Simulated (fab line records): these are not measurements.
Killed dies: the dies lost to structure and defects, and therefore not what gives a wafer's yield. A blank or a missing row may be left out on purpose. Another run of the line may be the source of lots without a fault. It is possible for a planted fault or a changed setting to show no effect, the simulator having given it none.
fab line records	flow rit_cmos
[record] lots = 6	wafers = 18	last_day = 8
route steps=202 shown NWELL@30 PWELL@39 M1@202
lots untouched by any fault: they come from a run of this same line in which no faults occurred
start_h: the number of hours between the record's first day and the start of the first shown wafer of the lot	wait_h: hours elapsed since this lot's preceding step	" repeats the value in the row above	L1.1+2: one row covering several wafers at once	- no value, or no start was given	* or withheld: withheld	< > ~ a bound
route shown NAME@n: names a module that has steps shown in the file, with the first one's number in the route	usual: mean/standard deviation of fault-free wafers	same: alike in all rows	chamber/n: place in a boat	sites: each site's reading	_std_site: how widely they spread, as a standard deviation	_edge_site: inner sites' mean taken away from outer sites' mean	radius_mm: how far each site lies from the wafer's centre	mask NAME#n: copy n	behind: the last tool/chamber to shape the wafer	hold: what put the lot on hold/how long, in hours/how the hold closed	device: names the non-switching transistor (n, p or np)	end of line: the tests these same wafers got at the end of their route	step lacking rows: just its recipe	killed: the dies lost at the first sort to structure and to defects; this is not the yield of the wafer	map: a wafer's dies, x killed, . not, _ none there
set.NAME: the run value of the setting; set.NAME@STEP: its run value at that earlier step	model.NAME: the simulator's own value behind a step, which no gauge read
certain route steps with their lots: each step a table, each wafer a row
services: when a tool's chamber went out of use (start_h, in hours from the record's first day, below 0 if earlier), for how many hours, and the reason
[[steps]]
[step RIT_NWELL_SOFTBAKE_02]
[recipe] resist = NOVOLAK	temp_c = 90	time_s = 60
[step RIT_NWELL_EXPOSE_03]
[recipe] mask_id = M2	na = 0.57	target_cd_nm = 43900	dose_mj = 250
[step RIT_NWELL_PEB_04]
[recipe] resist = NOVOLAK	temp_c = withheld	time_s = withheld
[step RIT_NWELL_DEVELOP_05]
[recipe] resist = NOVOLAK	develop_time_s = 68	dev_temp_c = 23
[step RIT_NWELL_OVL_MEAS_06]
[usual] NWELL_OVL = -1.0/1.5
lot.wafer	tool	chamber	start_h	wait_h	NWELL_OVL[nm]
L716.2	overlay-02	-	44.95	-	-4.0
L716.3	"	-	"	"	-3.1
L716.5	"	-	"	"	-3.4
L718.3	overlay-02	-	56.32	-	2.2
L718.5	"	-	"	"	-0.9
L718.6	"	-	"	"	-0.1
L720.3	overlay-01	-	64.06	-	-0.6
L720.5	"	-	"	"	-2.6
L720.6	"	-	"	"	-3.1
L729.2	overlay-01	-	108.14	-	-0.3
L729.3	"	-	"	"	0.9
L729.5	"	-	"	"	-0.3
L731.4	overlay-02	-	122.51	-	0.2
L731.5	"	-	"	"	-0.5
L731.6	"	-	"	"	-0.1
L735.4	overlay-01	-	140.87	-	-0.1
L735.5	"	-	"	"	0.3
L735.6	"	-	"	"	-0.2
[step RIT_NWELL_HARDBAKE_07]
[recipe] resist = NOVOLAK	temp_c = 140	time_s = 120
[step RIT_NWELL_IMPLANT_08]
[recipe] species = P	energy_kev = 170	dose_cm2 = 5e+13	tilt_deg = 7
[step RIT_NWELL_STRIP_09]
[recipe] chemistry = O2	time_s = 180	resist = NOVOLAK	platen_temp_c = withheld	power_w = 500	pressure_mtorr = 4000	o2_flow_sccm = 4000
[usual] drypump_motor_current_A = 5.6/0.39
lot.wafer	tool	chamber	start_h	wait_h	drypump_motor_current_A	rf_hours_counter_h
L716.2	plasma_asher-02	0	45.38	0.1	6.1	37
L716.3	"	1	"	"	5.2	-
L716.5	"	1	"	"	5.3	-
L718.3	plasma_asher-02	1	56.80	0.1	5.3	-
L718.5	"	1	"	"	5.3	-
L718.6	"	0	"	"	6.1	-
L720.3	plasma_asher-02	1	64.54	0.1	5.3	-
L720.5	"	0	"	"	6.1	-
L720.6	"	1	"	"	5.3	-
L729.2	plasma_asher-02	0	108.57	0.1	6.1	44
L729.3	"	1	"	"	5.2	-
L729.5	"	0	"	"	6.1	-
L731.4	plasma_asher-04	1	122.98	0.1	5.0	-
L731.5	"	1	"	"	5.0	-
L731.6	"	0	"	"	5.9	-
L735.4	plasma_asher-02	0	141.35	0.1	6.1	-
L735.5	"	0	"	"	6.1	-
L735.6	"	1	"	"	5.3	-
[step RIT_NWELL_TW_MEAS_10]
[usual] NWELL_TW = 2150/9.9
lot.wafer	tool	chamber	start_h	wait_h	NWELL_TW
L716.2	film_metro-03	-	45.56	0.1	2155
L716.3	"	-	"	"	2152
L716.5	"	-	"	"	2156
L718.3	film_metro-01	-	56.93	0.1	2163
L718.5	"	-	"	"	2155
L718.6	"	-	"	"	2150
L720.3	film_metro-01	-	64.68	0.1	2150
L720.5	"	-	"	"	2154
L720.6	"	-	"	"	2163
L729.2	film_metro-02	-	108.75	0.1	2155
L729.3	"	-	"	"	2153
L729.5	"	-	"	"	2145
L731.4	film_metro-02	-	123.13	0.1	2134
L731.5	"	-	"	"	2121
L731.6	"	-	"	"	2139
L735.4	film_metro-03	-	141.49	0.1	2154
L735.5	"	-	"	"	2159
L735.6	"	-	"	"	2147
[step RIT_PWELL_HMDS_00]
[recipe] prime_time_s = 60	prime_temp_c = 140
[step RIT_PWELL_COAT_01]
[recipe] resist = NOVOLAK	spin_rpm = 2000	resist_thk_nm = 1300
[step RIT_PWELL_SOFTBAKE_02]
[recipe] resist = NOVOLAK	temp_c = 90	time_s = 60
[step RIT_PWELL_EXPOSE_03]
[recipe] mask_id = M3	na = 0.57	target_cd_nm = 43700	dose_mj = 250
[usual] exposure_dose_mJ_cm2 = 249.97/0.23
lot.wafer	tool	chamber	start_h	wait_h	mask	exposure_dose_mJ_cm2	model.PWELL.overlay_x_nm
L716.2	iline_stepper-01	0	46.08	0.1	M3#0	250.07	1.175
L716.3	"	0	"	"	M3#0	249.81	1.175
L716.5	"	0	"	"	M3#0	250.04	1.175
L718.3	iline_stepper-02	0	57.59	0.2	M3#0	250.10	0.08172
L718.5	"	0	"	"	M3#0	250.25	0.08172
L718.6	"	0	"	"	M3#0	250.23	0.08172
L720.3	iline_stepper-02	0	65.33	0.2	M3#0	250.26	0.6027
L720.5	"	0	"	"	M3#0	249.82	0.6027
L720.6	"	0	"	"	M3#0	249.79	0.6027
L729.2	iline_stepper-02	0	109.40	0.2	M3#0	250.27	360.4
L729.3	"	0	"	"	M3#0	250.17	360.4
L729.5	"	0	"	"	M3#0	250.36	360.4
L731.4	iline_stepper-02	0	123.79	0.2	M3#0	250.06	360.3
L731.5	"	0	"	"	M3#0	250.18	360.3
L731.6	"	0	"	"	M3#0	249.92	360.3
L735.4	iline_stepper-01	0	142.03	0.1	M3#0	249.85	-0.9768
L735.5	"	0	"	"	M3#0	249.85	-0.9768
L735.6	"	0	"	"	M3#0	249.79	-0.9768
[step RIT_PWELL_PEB_04]
[recipe] resist = NOVOLAK	temp_c = withheld	time_s = withheld
[step RIT_PWELL_DEVELOP_05]
[recipe] resist = NOVOLAK	develop_time_s = 68	dev_temp_c = 23
[step RIT_PWELL_OVL_MEAS_06]
[usual] PWELL_OVL = 0.5/1.3
lot.wafer	tool	chamber	start_h	wait_h	hold	PWELL_OVL[nm]
L716.2	overlay-01	-	46.82	-	-	1.7
L716.3	"	-	"	"	-	2.2
L716.5	"	-	"	"	-	0.5
L718.3	overlay-01	-	57.99	-	-	0.4
L718.5	"	-	"	"	-	-1.9
L718.6	"	-	"	"	-	-1.0
L720.3	overlay-01	-	65.74	-	-	2.2
L720.5	"	-	"	"	-	-0.1
L720.6	"	-	"	"	-	0.4
L729.2	overlay-01	-	109.81	-	await_dispo/0.2h/release	361.4
L729.3	"	-	"	"	await_dispo/0.2h/release	361.3
L729.5	"	-	"	"	await_dispo/0.2h/release	361.5
L729.2	overlay-01	-	110.02	0.2	-	360.2
L729.3	"	-	"	"	-	360.0
L729.5	"	-	"	"	-	360.4
L731.4	overlay-02	-	124.18	-	await_dispo/0.2h/release	362.0
L731.5	"	-	"	"	await_dispo/0.2h/release	362.0
L731.6	"	-	"	"	await_dispo/0.2h/release	360.2
L731.4	overlay-02	-	124.39	0.2	-	360.8
L731.5	"	-	"	"	-	361.4
L731.6	"	-	"	"	-	359.2
L735.4	overlay-01	-	142.42	-	-	0.8
L735.5	"	-	"	"	-	-0.3
L735.6	"	-	"	"	-	0.4
[step RIT_M1_PROBE_99]
[usual] defect_limited_yield = 97.5/1.1	killed_at_contacts = 0.1/0.27	killed_at_front_end = 6.5/2.8	killed_dies = 6.6/2.8	killed_open = 3.5/2	killed_short = 3.2/1.8	sort_bin_3_pad_short = 0.1/0.26	sort_bin_5_function = 1.5/0.72	sort_bin_6_memory = 0.9/0.67	sort_n_pass = 257.4/2.8	sort_yield_pct = 97.5/1.1
[same] gross_dies = 264	killed_at_M0_to_M3 = 0	killed_at_M4_up = 0	killed_at_back_side = 0	killed_at_other = 0
lot.wafer	tool	chamber	start_h	wait_h	defect_limited_yield[%]	killed_at_contacts	killed_at_front_end	killed_dies	killed_open	killed_short	sort_bin_3_pad_short[%]	sort_bin_5_function[%]	sort_bin_6_memory[%]	sort_n_pass	sort_yield_pct[%]
L718.3	prober-02	-	95.97	0.2	98.1	0	5	5	4	1	0.4	1.1	0.4	259.0	98.1
L718.5	prober-02	-	96.07	0.2	98.9	0	3	3	1	2	0	0.8	0.4	261.0	98.9
L718.6	prober-02	-	96.12	0.2	99.6	0	1	1	0	1	0	0.4	0	263.0	99.6
L720.3	prober-02	-	107.99	0.2	98.9	0	3	3	2	1	0	0	1.1	261.0	98.9
L720.5	prober-02	-	108.09	0.2	98.1	0	5	5	1	4	0	0.8	1.1	259.0	98.1
L720.6	prober-02	-	108.14	0.2	97.3	0	7	7	2	5	0	1.9	0.8	257.0	97.3
// killed by level:class
L718.3 GATE:geometric_particle:open=2 SPACER:geometric_particle:open=2 SPACER:geometric_particle:short=1
L718.5 GATE:geometric_particle:short=2 SILICIDE:geometric_particle:open=1
L718.6 GATE:geometric_particle:short=1
L720.3 GATE:geometric_particle:short=1 REOX:geometric_particle:open=1 SILICIDE:geometric_particle:open=1
L720.5 GATE:geometric_particle:short=2 FOX1:geometric_particle:short=1 GATE:geometric_particle:open=1 SPACER:geometric_particle:short=1
L720.6 FOX1:geometric_particle:short=2 REOX:geometric_particle:short=2 ACTIVE:geometric_particle:short=1 GATE:geometric_particle:open=1 REOX:geometric_particle:open=1
[[services]]
tool	chamber	start_h	hours	kind
iline_stepper-01	-	52.50	0.8	repair
iline_stepper-01	-	65.92	1.7	pm
iline_stepper-02	-	82.73	1.7	pm
plasma_asher-02	-	105.30	1.3	repair
plasma_asher-04	-	108.75	9.0	pm
plasma_asher-04	0	108.75	9.0	vent_cycle
plasma_asher-04	1	108.75	9.0	vent_cycle
plasma_asher-04	0	117.75	-	clean
plasma_asher-04	1	117.75	-	clean
iline_stepper-02	0	119.09	-	calibration
[[key]]
[first_sign] step = RIT_PWELL_OVL_MEAS_06	reading = visit	direction = added
[effect] step = RIT_PWELL_OVL_MEAS_06	reading = PWELL_OVL	direction = up	sigmas = 99+	usual = 0.5	struck = 361.4
[model_effect] step = RIT_PWELL_EXPOSE_03	value = PWELL.overlay_x_nm	without = 0.3293	struck = 360.3
met_at RIT_PWELL_EXPOSE_03
struck_wafers L729.2,L729.3,L729.5,L731.4,L731.5,L731.6
scrapped_behind RIT_PWELL_OVL_MEAS_06 L729.2,L729.3,L729.5,L731.4,L731.5,L731.6
onset_between 65.33 109.40
[fault] kind = scanner_matching_overlay	tool = iline_stepper-02	chamber = -	onset_h = 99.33	steps = RIT_PWELL_EXPOSE_03	offset = 360
